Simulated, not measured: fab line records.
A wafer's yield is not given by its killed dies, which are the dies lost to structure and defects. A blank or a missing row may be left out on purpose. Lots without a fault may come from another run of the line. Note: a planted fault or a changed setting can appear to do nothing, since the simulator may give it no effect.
Chamber matching / flow berkeley cmos170 / 4 sister chambers for UCB170_GATE_ETCH_15 on rie si-01
The step etches poly-Si in HBr/Cl2, stops on SiO2, time 56.3 s, target depth 278.2 nm. 16 wafers are shown with their chamber, then 7 later ones without.

== EACH WAFER AND ITS CHAMBER ==
wafer=L726.1; chamber=2; throttle valve pct (%)=26.20; drypump motor current A (A)=5.4; oes product au (a.u.)=0.832
wafer=L726.2; chamber=3; throttle valve pct (%)=26.59; drypump motor current A (A)=6.1; oes product au (a.u.)=0.833
wafer=L726.5; chamber=1; throttle valve pct (%)=26.09; drypump motor current A (A)=6.1; oes product au (a.u.)=0.815
wafer=L729.1; chamber=2; throttle valve pct (%)=26.22; drypump motor current A (A)=5.3; oes product au (a.u.)=0.841
wafer=L729.3; chamber=1; throttle valve pct (%)=26.10; drypump motor current A (A)=6.0; oes product au (a.u.)=0.824
wafer=L729.4; chamber=3; throttle valve pct (%)=26.58; drypump motor current A (A)=6.1; oes product au (a.u.)=0.829
wafer=L730.1; chamber=0; throttle valve pct (%)=26.21; drypump motor current A (A)=6.0; oes product au (a.u.)=0.834
wafer=L730.2; chamber=2; throttle valve pct (%)=26.21; drypump motor current A (A)=5.3; oes product au (a.u.)=0.834
wafer=L730.4; chamber=3; throttle valve pct (%)=26.57; drypump motor current A (A)=6.1; oes product au (a.u.)=0.844
wafer=L733.2; chamber=0; throttle valve pct (%)=26.20; drypump motor current A (A)=6.0; oes product au (a.u.)=0.836
wafer=L733.4; chamber=2; throttle valve pct (%)=26.21; drypump motor current A (A)=5.3; oes product au (a.u.)=0.846
wafer=L733.6; chamber=3; throttle valve pct (%)=26.60; drypump motor current A (A)=6.1; oes product au (a.u.)=0.837
wafer=L740.2; chamber=3; throttle valve pct (%)=26.59; drypump motor current A (A)=6.1; oes product au (a.u.)=0.832
wafer=L740.3; chamber=1; throttle valve pct (%)=26.09; drypump motor current A (A)=6.0; oes product au (a.u.)=0.822
wafer=L740.5; chamber=1; throttle valve pct (%)=26.08; drypump motor current A (A)=6.1; oes product au (a.u.)=0.826
wafer=L742.1; chamber=3; throttle valve pct (%)=26.58; drypump motor current A (A)=6.1; oes product au (a.u.)=0.845

SIGNATURES, as means of the wafers listed above
reading=throttle valve pct; chamber 0=26.2050; chamber 1=26.0900; chamber 2=26.2100; chamber 3=26.5850; scatter within a chamber=0.00913
reading=drypump motor current A; chamber 0=6.000; chamber 1=6.050; chamber 2=5.325; chamber 3=6.100; scatter within a chamber=0.0382
reading=oes product au; chamber 0=0.83500; chamber 1=0.82175; chamber 2=0.83825; chamber 3=0.83667; scatter within a chamber=0.00587
Rule: distance of a wafer from a chamber = root of the sum over the readings of ((wafer's reading minus chamber's mean) / reading's scatter) squared. The wafer belongs to the nearest chamber; if the next one is less than 2 further off, it can't be placed. The scatter: the root of (the sum of the squares of (reading less its chamber's mean) over the shown wafers, divided by (wafers less chambers)).

== WAFERS WITH NO CHAMBER GIVEN ==
wafer=L742.5; throttle valve pct (%)=26.08; drypump motor current A (A)=6.1; oes product au (a.u.)=0.842
wafer=L742.6; throttle valve pct (%)=26.21; drypump motor current A (A)=6.1; oes product au (a.u.)=0.843
wafer=L741.1; throttle valve pct (%)=26.20; drypump motor current A (A)=6.0; oes product au (a.u.)=0.838
wafer=L741.2; throttle valve pct (%)=26.59; drypump motor current A (A)=6.1; oes product au (a.u.)=0.824
wafer=L741.5; throttle valve pct (%)=26.58; drypump motor current A (A)=6.1; oes product au (a.u.)=0.846
wafer=L747.2; throttle valve pct (%)=26.09; drypump motor current A (A)=6.1; oes product au (a.u.)=0.822
wafer=L747.4; throttle valve pct (%)=26.20; drypump motor current A (A)=5.3; oes product au (a.u.)=0.830

== WHICH CHAMBER EACH WENT THROUGH ==
wafer=L742.5; from the rows above=1; in truth=1
wafer=L742.6; from the rows above=0; in truth=0
wafer=L741.1; from the rows above=0; in truth=0
wafer=L741.2; from the rows above=3; in truth=3
wafer=L741.5; from the rows above=3; in truth=3
wafer=L747.2; from the rows above=1; in truth=1
wafer=L747.4; from the rows above=2; in truth=2
Correctly placed: 7 of 7. From these rows, 0 cannot be placed. Wrongly placed: 0.
